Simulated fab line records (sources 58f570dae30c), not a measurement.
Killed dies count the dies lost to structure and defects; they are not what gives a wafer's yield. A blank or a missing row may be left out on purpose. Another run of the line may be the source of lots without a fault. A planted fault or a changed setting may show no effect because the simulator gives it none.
2 desks, one fault | flow berkeley-cmos170 | each desk has only its own numbers; what lay behind them comes last

== THE METROLOGY DESK ==
What the gauges read, lot by lot, whatever tool the lot ran on: means of the sampled wafers that have a number. A lot is out of limits, marked OUT, if its mean lies more than 4 standard deviations from the usual mean; the brackets give that distance.
Columns: A = GATE_OXIDE_THK at UCB170_GATE_THK_MEAS_02, usual 6.55 nm; B = SPACER_TEOS_THK at UCB170_SPACER_THK_MEAS_01, usual 376 nm; C = PSD_TW at UCB170_PSD_TW_MEAS_10, usual 2304
lot  | first seen here | A    | B             | C
L968 | day 6 08:42     | 6.38 | 372           | 2288
L969 | day 7 07:57     | 6.43 | 378           | 2308
L971 | day 8 03:38     | 6.58 | 372           | 2301
L973 | day 8 03:38     | 6.48 | 383           | 2297
L970 | day 8 03:41     | 6.57 | 381           | 2299
L972 | day 8 04:43     | 6.81 | 378           | 2310
L974 | day 8 11:48     | 6.62 | 372           | 2303
L975 | day 8 11:48     | 6.85 | 372           | 2302
L976 | day 8 11:49     | 6.85 | 381           | 2301
L978 | day 8 19:35     | 6.38 | 376           | 2308
L985 | day 10 08:28    | 6.32 | 568 (+33) OUT | -
L989 | day 11 00:00    | 6.62 | 373           | 2312
L987 | day 11 00:02    | 6.54 | 560 (+32) OUT | -
L991 | day 11 14:56    | 6.56 | 373           | 2309
This desk's finding: out of limits on L985, L987; first on L985, day 10 22:34 (SPACER_TEOS_THK at UCB170_SPACER_THK_MEAS_01). L968, L969, L971, L973, L970, L972, L974, L975, L976, L978, L989, L991: within limits.

== AT THE TOOL OWNER'S DESK: pecvd-01 ==
The tool's own readings at UCB170_SPACER_CVD_00 (deposits SiO2 from TEOS/O2, target thk 376 nm, time 47 s): means of the sampled wafers that have a number, for each lot that ran on this tool. A lot is out of limits, marked OUT, if its mean lies more than 4 standard deviations from the usual mean; the brackets give that distance.
Columns: A = heater-power-w at UCB170_SPACER_CVD_00, usual 276 W
lot  | first seen here | A
L972 | day 8 17:14     | 276
L975 | day 8 23:31     | 290
L985 | day 10 22:31    | 226
L987 | day 11 17:33    | 228
Finding of this desk: none of the 4 lots has anything out of limits.

== TAKEN TOGETHER ==
On L985, L987, the metrology desk was in a position to raise an alarm at day 10 22:34.
Nothing out of limits was seen by the tool owner's desk.
On record at the tool owner's desk: L985, L987, within its limits.
The lots listed all ran UCB170_SPACER_CVD_00 on pecvd-01.

== WHAT HAD BEEN PUT IN BY THE SIMULATOR ==
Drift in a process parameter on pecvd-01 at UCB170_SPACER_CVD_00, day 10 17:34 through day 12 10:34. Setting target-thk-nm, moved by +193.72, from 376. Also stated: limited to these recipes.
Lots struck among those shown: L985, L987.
Time in hours between the start of the fault and the first out-of-limits reading at each desk: metrology desk, 5.
